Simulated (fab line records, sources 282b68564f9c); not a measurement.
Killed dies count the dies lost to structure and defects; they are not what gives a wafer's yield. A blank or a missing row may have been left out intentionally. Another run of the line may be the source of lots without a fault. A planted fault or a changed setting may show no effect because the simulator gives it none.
Split-lot study -- flow rit cmos -- route with 202 steps; 5 lots, 23 wafers read

ABOUT THE SPLIT
At RIT_NWELL_IMPLANT_08, the setting dose cm2 was moved away from the recipe's 5e+13 on 7 of the 23 wafers read, by -7.4% to +2.2%. All remaining wafers had this setting at the recipe value.

FROM THE SPLIT TO THE READING: what the file shows between them, 5 steps
- RIT_NWELL_STRIP_09: strips in O2, time 180 s
- RIT_NWELL_TW_MEAS_10
- RIT_PWELL_IMPLANT_08 (also split here: energy kev)
- RIT_PWELL_STRIP_09: strips in O2, time 180 s
- RIT_WELLDRIVE_ANNEAL_00: time 14700 s

THE READING
Measured at RIT_WELLDRIVE_RS_MEAS_01 by four-point probe: NWELL_RS, in ohm/sq. Fault-free wafers of this fab line usually give 275.7 ohm/sq, standard deviation 0.6 ohm/sq.

wafer,"tool, chamber at the split",dose cm2 as run,against the recipe,"NWELL_RS, ohm/sq",against lot-mates on the recipe
L078.1,"implanter-03, 0",5e+13,recipe,275.6,-
L078.3,"implanter-03, 0",5e+13,recipe,275.9,-
L078.5,"implanter-03, 0",5e+13,recipe,276.9,-
L079.1,"implanter-03, 0",4.628e+13,-7.4%,288.0,+12.4
L079.3,"implanter-03, 0",5e+13,recipe,275.7,-
L079.4,"implanter-03, 0",5e+13,recipe,275.4,-
L079.5,"implanter-03, 0",4.628e+13,-7.4%,289.3,+13.7
L079.6,"implanter-03, 0",5e+13,recipe,275.8,-
L080.1,"implanter-04, 0",5.111e+13,+2.2%,271.1,-4.5
L080.3,"implanter-04, 0",5e+13,recipe,275.1,-
L080.4,"implanter-04, 0",5e+13,recipe,276.5,-
L080.5,"implanter-04, 0",5.111e+13,+2.2%,272.0,-3.6
L080.6,"implanter-04, 0",5e+13,recipe,275.1,-
L082.1,"implanter-04, 0",4.836e+13,-3.3%,282.1,+5.7
L082.2,"implanter-04, 0",5e+13,recipe,276.4,-
L082.4,"implanter-04, 0",4.836e+13,-3.3%,281.4,+4.9
L082.5,"implanter-04, 0",5e+13,recipe,276.5,-
L082.6,"implanter-04, 0",4.836e+13,-3.3%,282.5,+6.1
L084.1,"implanter-03, 0",5e+13,recipe,276.2,-
L084.3,"implanter-03, 0",5e+13,recipe,276.8,-
L084.4,"implanter-03, 0",5e+13,recipe,275.6,-
L084.5,"implanter-03, 0",5e+13,recipe,275.7,-
L084.6,"implanter-03, 0",5e+13,recipe,276.8,-

FIT RESULTS
A straight line over all 23 wafers: NWELL_RS changes by -1.75 ohm/sq for each +1% of dose cm2; r = -0.99; the points scatter about the line by 0.63 ohm/sq.
The same after taking each lot's own level away (the mean of its wafers on the recipe; 23 wafers): -1.75 ohm/sq for each +1%; r = -0.99; scatter 0.52 ohm/sq.
The reading moves by 13 ohm/sq for the largest change in dose cm2, on that fit.
Measured against the standard deviation above, the lots' own levels, which go from 275.57 to 276.45 ohm/sq, span 1.5 times it.
The two slopes are in agreement: the lot-to-lot level therefore moves the slope only a little.
Check: with one of the wafers moved furthest among these (-7.4%) left out of the fit, the line predicts +13.3 ohm/sq for it against its lot-mates. Against them it came out at +12.4 ohm/sq.

ADDITIONAL SPLITS CARRIED BY THESE WAFERS
Note: prior to the reading, these wafers also went through further splits. Each is held against what the fit with the lots' levels taken away leaves over:
other split on the same wafers,wafers away from the commonest value,r with NWELL_RS (lot level and that fit taken away)
RIT_ACTIVE_COAT_06 resist thk nm,7,+0.03
RIT_ACTIVE_EXPOSE_08 dose mj,8,-0.22
RIT_FOX1_OXIDATION_00 ox time s,15,+0.00
RIT_FOX2_OXIDATION_00 temp c,15,-0.02
RIT_PWELL_IMPLANT_08 energy kev,9,+0.17

THE WHOLE CHAIN: every reading that the file lists as answering this split, in the file's order
step,what it does,reading,change (the file's fit),r (the file's)
RIT_NWELL_TW_MEAS_10,,NWELL_TW,+8.08 for each +1% of the setting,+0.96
RIT_WELLDRIVE_RS_MEAS_01,measures by four-point-probe,NWELL_RS,-1.74 for each +1% of the setting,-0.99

THE FILE'S OWN FIT
NWELL_RS changes by -1.74 ohm/sq for each +1% of dose cm2, r = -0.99.
